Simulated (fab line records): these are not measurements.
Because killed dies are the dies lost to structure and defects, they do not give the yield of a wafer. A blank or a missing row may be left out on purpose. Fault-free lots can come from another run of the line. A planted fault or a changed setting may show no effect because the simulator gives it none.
A struck lot beside a sound one | flow berkeley-cmos170 | 33 out of 331 route steps
Sound: wafers L316.2, L316.3, L316.5. Struck: wafers L320.1, L320.4, L320.5. Last of all comes the cause.
For every step that has rows: the tool of each side, followed by ch and its chambers, followed by its first start. Under that, the readings that differ: sound wafers | struck wafers | difference of the means | sigmas: that difference in standard deviations of wafers without a fault.
alike: words and numbers the same on both sides, and readings whose means are apart by under 2 such deviations; not compared: readings that were withheld, readings missing a value for some wafer, numbers with overlapping values and no deviation given by the record, and bounds like >300 which may hide the same value.
Wherever a step has rows on one side only, a row that says differs or no value, or a row with sigmas, the two part there. When numbers do not overlap yet have no deviation, they are printed without sigmas and do not part them. Lack of a reading on every wafer of one side parts them only where that side has two or more wafers.

first, 8 steps without rows for these wafers: UCB170_PVT_EXPOSE_03 (exposes mask NWELL, target cd 3000 nm); UCB170_PVT_PEB_04; UCB170_PVT_DEVELOP_05 (develop time 45 s); UCB170_PVT_IMPLANT_07; UCB170_PVT_STRIP_08 (strips in O2); UCB170_GATE_WET_ETCH_00 (etches SiO2 in dHF, time 200 s); UCB170_GATE_OXIDATION_01 (target thk 6.6 nm, ox time 1800 s); UCB170_GATE_ANNEAL_03 (time 1800 s).
UCB170_GATE_CVD_04: deposits poly-Si from SiH4, time 1440 s, target thk 214 nm.
  sound on lpcvd-01 ch 0, day 8 14:52; struck on lpcvd-01 ch 1, day 9 07:17
  reading                                  | sound             | struck            | difference | sigmas
  spike-tc-centre-C (C)                    | 613.9 612.7 613.8 | 598.9 598.3 598.3 | -15.0      | -9
  spike-tc-load-C (C)                      | 633.1 631.1 633.5 | 623.6 623.8 621.4 | -9.6       | -6
  susceptor-temp-C (C)                     | 610.1 609.6 610.2 | 597.7 597.9 597.6 | -12.2      | -39
  zone-power-centre-pct (%)                | 23 23 23          | 32 31 31          | +8         | +2
  model.poly-Si_of_GATE_CVD_04.thk-nm (nm) | 213.3 213.4 213.2 | 157.7 157.7 157.8 | -55.6      |
  alike: pressure-mtorr
UCB170_GATE_THK_MEAS_05:
  sound on film-metro-03 at day 8 16:17; struck on film-metro-02 at day 9 08:55
  reading            | sound             | struck            | difference | sigmas
  GATE_POLY_THK (nm) | 213.3 213.5 213.2 | 157.6 157.6 157.7 | -55.7      | -25
  not compared: hold
then, 6 steps without rows for these wafers: UCB170_GATE_COAT_07 (resist thk 900 nm); UCB170_GATE_SOFTBAKE_08 (time 62.48 s); UCB170_GATE_EXPOSE_09 (exposes mask POLY, target cd 350 nm); UCB170_GATE_PEB_10; UCB170_GATE_DEVELOP_11 (develop time 45 s); UCB170_GATE_ETCH_14 (etches BARC in N2/H2).
UCB170_GATE_ETCH_15: etches poly-Si in HBr/Cl2, stops on SiO2, time 56.3 s, target depth 278.2 nm.
  sound on rie-si-01 ch 0,2,3, day 8 17:46; struck on rie-si-02 ch 0,2,3, day 9 11:17
  reading                          | sound             | struck            | difference | sigmas
  oes-product-au (a.u.)            | 0.860 0.843 0.839 | 0.684 0.706 0.680 | -0.157     | -10
  model.GATE.feature-depth-nm (nm) | 213.3 213.4 213.3 | 157.7 157.7 157.8 | -55.6      |
  model.etch.depth-nm (nm)         | 213.3 213.4 213.2 | 157.7 157.7 157.8 | -55.6      |
  alike: HBr_flow_sccm, drypump-motor-current-A, throttle-valve-pct
  not compared: rf-hours-counter-h
then, 14 steps without rows for these wafers: UCB170_GATE_STRIP_16 (strips in O2); UCB170_GATE_CLEAN_17 (cleans in SPM, time 600 s); UCB170_PLDD_HMDS_00 (prime time 60 s); UCB170_PLDD_COAT_01 (resist thk 900 nm); UCB170_PLDD_SOFTBAKE_02 (time 60 s); UCB170_PLDD_EXPOSE_03 (exposes mask PSELECT, target cd 1200 nm); UCB170_PLDD_PEB_04; UCB170_PLDD_DEVELOP_05 (develop time 45 s); UCB170_PLDD_IMPLANT_08; UCB170_PLDD_IMPLANT_09; UCB170_PLDD_STRIP_10 (strips in O2); UCB170_PLDD_CLEAN_12 (cleans in SPM, time 600 s); UCB170_NLDD_HMDS_00 (prime time 60 s); UCB170_NLDD_COAT_01 (resist thk 900 nm).
UCB170_SILICIDE_PRE_CLEAN_00: preclean etch time 60 s.
  sound on pvd-sputter-03 at day 9 11:52; struck on pvd-sputter-03 at day 10 03:30
  reading                                  | sound             | struck            | difference | sigmas
  model.poly-Si_of_GATE_CVD_04.thk-nm (nm) | 206.3 206.5 206.4 | 150.7 150.7 150.8 | -55.7      |
UCB170_M3_PROBE_99:
  the record holds rows for the sound wafers here (prober-02, day 10 10:29) but none for the struck ones

## WHERE THEY PART
At UCB170_GATE_CVD_04 first; at UCB170_M3_PROBE_99 last (within this record only).

WHY: the cause the simulator had injected
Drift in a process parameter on lpcvd-01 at UCB170_GATE_CVD_04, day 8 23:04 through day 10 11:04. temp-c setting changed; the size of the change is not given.
